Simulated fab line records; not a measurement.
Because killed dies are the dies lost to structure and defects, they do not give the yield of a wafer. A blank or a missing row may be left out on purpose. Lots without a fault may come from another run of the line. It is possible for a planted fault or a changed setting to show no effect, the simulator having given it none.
One fault seen from 2 desks    flow rit_cmos    each desk has only its own numbers; what lay behind them comes last

== FOR THE TOOL OWNER'S DESK: implanter-03 ==
RIT_PLDD_IMPLANT_08, tool's own readings: per-lot mean of the sampled wafers with a number, covering each lot this tool ran. A lot is out of limits, marked OUT, if its mean lies more than 4 standard deviations from the usual mean; the brackets give that distance.
Columns: A = beam_energy_keV at RIT_PLDD_IMPLANT_08, usual 20.000; B = beam_on_s at RIT_PLDD_IMPLANT_08, usual 10.00 s; C = dose_ions_cm2 at RIT_PLDD_IMPLANT_08, usual 8.999e+14
lot   first seen here  A                         B      C
L441  day 3 23:42      19.993                    9.89   9.014e+14
L444  day 4 15:02      20.000                    9.83   8.988e+14
L445  day 4 15:14      19.996                    9.83   8.993e+14
L447  day 5 03:27      19.999                    10.23  8.989e+14
L453  day 6 12:11      18.003 (-99 or more) OUT  9.99   8.999e+14
L454  day 6 17:45      17.991 (-99 or more) OUT  10.06  9.007e+14
Finding of this desk: L453, L454 out of limits; the first was L453 at day 6 12:11, on beam_energy_keV at RIT_PLDD_IMPLANT_08. L441, L444, L445, L447 stayed within limits.

== AT THE METROLOGY DESK ==
What the gauges read for every lot (on any tool): the sampled wafers with a number, averaged. A lot is out of limits, marked OUT, if its mean lies more than 4 standard deviations from the usual mean; the brackets give that distance.
Columns: A = PLDD_TW at RIT_PLDD_TW_MEAS_10, usual 2342; B = PLDD_RS at RIT_SDANNEAL_RS_MEAS_06, usual 178.5 ohm/sq
lot   first seen here  A     B
L437  day 3 06:29      2320  177.9
L438  day 3 06:50      2359  178.6
L441  day 4 00:01      2336  179.3
L444  day 4 15:20      2359  179.0
L445  day 4 15:33      2342  178.3
L447  day 5 03:46      2352  178.5
L448  day 5 06:01      2348  177.8
L452  day 6 10:14      2349  179.0
L453  day 6 12:31      2291  186.5 (+15) OUT
L454  day 6 18:02      2303  185.0 (+12) OUT
L455  day 6 21:55      2344  179.1
L456  day 7 00:31      2350  178.5
L458  day 7 10:09      2320  177.9
L460  day 7 16:07      2349  178.6
Per this desk, out of limits: L453, L454; the first was L453, day 6 19:26 (PLDD_RS at RIT_SDANNEAL_RS_MEAS_06). L437, L438, L441, L444, L445, L447, L448, L452, L455, L456, L458, L460 stayed within limits.

== ALL TOGETHER ==
The tool owner's desk could have raised an alarm at day 6 12:11, on L453, L454.
An alarm was possible from the metrology desk at day 6 19:26, on L453, L454.
RIT_PLDD_IMPLANT_08 was run on implanter-03 by each of the lots named.

== WHAT THE SIMULATOR HAD PUT IN ==
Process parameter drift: implanter-03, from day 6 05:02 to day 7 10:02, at RIT_PLDD_IMPLANT_08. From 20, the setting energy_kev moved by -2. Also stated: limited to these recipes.
Shown lots that were struck: L453, L454.
Hours from the fault's start to each desk's first reading out of limits: the tool owner's desk, 7; the metrology desk, 14.
